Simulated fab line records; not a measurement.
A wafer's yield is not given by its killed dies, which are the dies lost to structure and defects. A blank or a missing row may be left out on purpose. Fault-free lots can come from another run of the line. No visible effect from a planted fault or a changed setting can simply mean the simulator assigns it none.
Split-lot study | flow berkeleyCmos170 | 5 lots, 27 wafers read, on a route of 331 steps

THE SPLIT ITSELF
At UCB170_M2_METAL_ETCH_18 (etches Al in Cl2/BCl3, stops on SiO2, target depth 1170 nm, time 195 s), the setting timeS was moved away from the recipe's 195 s on 9 of the 27 wafers read, by -40.8% to +27.6%. All remaining wafers had this setting at the recipe value.

THE PATH FROM SPLIT TO READING: the file shows 1 step between them
- UCB170_M2_STRIP_19: strips in O2

THE READING
Shown in nm: cdNm at UCB170_M2_CD_MEAS_90, with target cd 700 nm. Fault-free wafers of this fab line usually give 698.8 nm, standard deviation 2.9 nm.

wafer  | tool, chamber at the split | timeS as run, s | against the recipe | cdNm, nm | against lot-mates on the recipe
L074.1 | rieMetal-03, 1             | 246.2           | +26.3%             | 685.8    | -11.4
L074.2 | rieMetal-03, 0             | 195             | recipe             | 696.6    | -
L074.3 | rieMetal-03, 0             | 195             | recipe             | 698.9    | -
L074.4 | rieMetal-03, 1             | 246.2           | +26.3%             | 687.7    | -9.5
L074.5 | rieMetal-03, 1             | 195             | recipe             | 696.1    | -
L074.6 | rieMetal-03, 0             | 246.2           | +26.3%             | 684.9    | -12.3
L077.1 | rieMetal-01, 0             | 195             | recipe             | 702.8    | -
L077.2 | rieMetal-01, 1             | 195             | recipe             | 695.8    | -
L077.3 | rieMetal-01, 1             | 195             | recipe             | 697.7    | -
L077.4 | rieMetal-01, 0             | 195             | recipe             | 703.8    | -
L077.5 | rieMetal-01, 1             | 195             | recipe             | 694.7    | -
L077.6 | rieMetal-01, 0             | 195             | recipe             | 705.2    | -
L075.1 | rieMetal-04, 1             | 248.8           | +27.6%             | 683.3    | -16.0
L075.2 | rieMetal-04, 0             | 195             | recipe             | 701.5    | -
L075.3 | rieMetal-04, 0             | 248.8           | +27.6%             | 687.7    | -11.6
L075.4 | rieMetal-04, 1             | 195             | recipe             | 696.6    | -
L075.5 | rieMetal-04, 1             | 248.8           | +27.6%             | 681.0    | -18.3
L075.6 | rieMetal-04, 0             | 195             | recipe             | 699.8    | -
L079.1 | rieMetal-01, 1             | 195             | recipe             | 697.8    | -
L079.3 | rieMetal-01, 0             | 195             | recipe             | 701.2    | -
L079.6 | rieMetal-01, 1             | 195             | recipe             | 698.7    | -
L083.1 | rieMetal-01, 1             | 115.5           | -40.8%             | 717.6    | +19.1
L083.2 | rieMetal-01, 0             | 195             | recipe             | 700.5    | -
L083.3 | rieMetal-01, 0             | 115.5           | -40.8%             | 718.3    | +19.8
L083.4 | rieMetal-01, 1             | 115.5           | -40.8%             | 713.3    | +14.8
L083.5 | rieMetal-01, 1             | 195             | recipe             | 695.5    | -
L083.6 | rieMetal-01, 0             | 195             | recipe             | 699.6    | -

FIT RESULTS
A straight line over all 27 wafers: cdNm changes by -0.467 nm for each +1% of timeS; r = -0.95; the points scatter about the line by 2.9 nm.
The same after taking each lot's own level away (the mean of its wafers on the recipe; 27 wafers): -0.462 nm for each +1%; r = -0.95; scatter 2.9 nm.
Per that fit: largest timeS move, reading shift of 19 nm.
The lots' own levels span 697.20 to 700.00 nm, that is 1.0 times the standard deviation above.
The two slopes agree, so the slope changes little with the lot-to-lot level.
Check: for one of the wafers moved furthest among these (-40.8%), held out of the fit, the line's prediction against its lot-mates is +18.4 nm. It came out at +19.1 nm against them.

THESE WAFERS: OTHER SPLITS
Other splits were also applied to these wafers ahead of the reading. Each is held against what the fit with the lots' levels taken away leaves over:
other split on the same wafers        | wafers away from the commonest value | r with cdNm (lot level and that fit taken away)
UCB170_NWELL_CVD_04 timeS             | 18                                   | +0.08
UCB170_PWELL_CVD_05 timeS             | 21                                   | -0.17
UCB170_ACTIVE_DEVELOP_12 developTimeS | 9                                    | -0.04
UCB170_M1_METAL_ETCH_12 timeS         | 6                                    | +0.33

THE WHOLE CHAIN: every reading that the file lists as answering this split, in the file's order
step                    | what it does                                                           | reading                                                                  | change (the file's fit)                                                              | r (the file's)
UCB170_M2_METAL_ETCH_18 | etches Al in Cl2/BCl3, stops on SiO2, target depth 1170 nm, time 195 s | M2.featureDepthNm (the simulator's own value, which no gauge read)       | not straight: 691.5 at the lowest setting, 952.3 at the recipe, 963.5 at the highest | not given
UCB170_M2_METAL_ETCH_18 | etches Al in Cl2/BCl3, stops on SiO2, target depth 1170 nm, time 195 s | etch.depthNm (the simulator's own value, which no gauge read)            | not straight: 691.5 at the lowest setting, 896.1 at the recipe, 885.9 at the highest | not given
UCB170_M2_METAL_ETCH_18 | etches Al in Cl2/BCl3, stops on SiO2, target depth 1170 nm, time 195 s | KrF_of_M2_COAT_10.thkNm (the simulator's own value, which no gauge read) | -6.8 nm for each +1% of the setting                                                  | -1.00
UCB170_M2_STRIP_19      | strips in O2                                                           | oesProductAu                                                             | -0.00575 a.u. for each +1% of the setting                                            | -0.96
UCB170_M2_CD_MEAS_90    | target cd 700 nm                                                       | cdNm                                                                     | -0.463 nm for each +1% of the setting                                                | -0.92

THE FILE'S OWN FIT
cdNm changes by -0.463 nm for each +1% of timeS, r = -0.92.
